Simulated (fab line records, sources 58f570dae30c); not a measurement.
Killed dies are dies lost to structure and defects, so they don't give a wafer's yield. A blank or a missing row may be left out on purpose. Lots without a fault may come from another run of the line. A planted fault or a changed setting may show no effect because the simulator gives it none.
Problem report in the 8D (eight disciplines) form, filled by code | flow berkeley_cmos170 | the parts of the form that need people (team, actions taken, sign-off) are left out

1. THE PROBLEM
SPACER_TEOS_THK at UCB170_SPACER_THK_MEAS_01 reads a mean of 455 nm on 6 wafers of 2 lots; wafers without a fault read 378 nm with a standard deviation of 5.5. That is +14 standard deviations from the usual mean.
First seen on wafer L726.1, day 11 13:28, on film_metro-04. The record holds 42 wafers of 14 lots with a number at this step. Rule for "out", or "out of limits": more than 4 standard deviations from the usual mean. The other wafers with a number count as sound.

2. WHAT IT IS AND WHAT IT IS NOT
question                    | is                           | is not
which readings at this step | SPACER_TEOS_THK              | -
which lots                  | L726, L728                   | L706, L709, L710, L711, L712, L713, L714, L715, L717, L719, L720, L727
which wafers of those lots  | all that have a number       | -
read on which gauges        | film_metro-01, film_metro-04 | film_metro-02
when                        | from day 11 13:28            | up to then (33 sound wafers); but 3 sound wafers of L727 came after

3. SUSPECTS, AND WHAT RULES EACH OUT
Counting: a tool at a process step up to the reading stays a suspect if it ran every lot that is out and no sound lot after the first of them.
- the gauge at UCB170_SPACER_THK_MEAS_01: ruled out. The wafers that are out were read on 2 gauges (film_metro-01, film_metro-04).
- pecvd-03 at UCB170_SPACER_CVD_00 (deposits SiO2 from TEOS/O2, target thk 376 nm, time 47 s): kept. It ran every lot that is out, first L726 (day 11 13:25), and no sound lot after that; its last sound lot up to then is L720 (day 10 07:49).
Left after counting: pecvd-03 at UCB170_SPACER_CVD_00.

4. THE CAUSE (what the simulator had put in)
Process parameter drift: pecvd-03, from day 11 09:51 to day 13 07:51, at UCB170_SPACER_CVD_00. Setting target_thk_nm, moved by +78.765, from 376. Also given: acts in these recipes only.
Counting left only this tool.

5. THE CHAIN OF EFFECTS, in route order
Each row: a reading whose mean over the struck wafers that have a number lies more than 3 standard deviations from the usual. Only readings for which the record gives a usual standard deviation are gone through. hours: the time from each lot's start at the first step in this table that gives one to its start at this step, as a median over the lots. sigmas: the change in usual standard deviations.
hours | step                      | reading         | usual      | on struck wafers | change | sigmas
0     | UCB170_SPACER_THK_MEAS_01 | SPACER_TEOS_THK | 378 nm     | 455              | +77    | +14
12    | UCB170_SPACER_ETCHBACK_03 | oes_product_au  | 0.899 a.u. | 0.998            | +0.099 | +5.8
The process steps in it:
- UCB170_SPACER_ETCHBACK_03: etches SiO2 in CHF3/CF4/Ar, stops on Si, target depth 376 nm, time 100 s.

6. WHAT WOULD HAVE CAUGHT IT SOONER
In this record the first reading out of limits at a measuring or inspecting step was taken at day 11 13:28, 4 hours after the fault began at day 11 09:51.
Of the tool readings at UCB170_SPACER_CVD_00 for which the record gives a usual standard deviation, none was out on any struck wafer, so an alarm limit of 4 standard deviations on them would not have fired.
Of the lots that are out (2), L728 began UCB170_SPACER_CVD_00 on pecvd-03 after day 11 13:28. A hold on the tool at that time would have spared it.
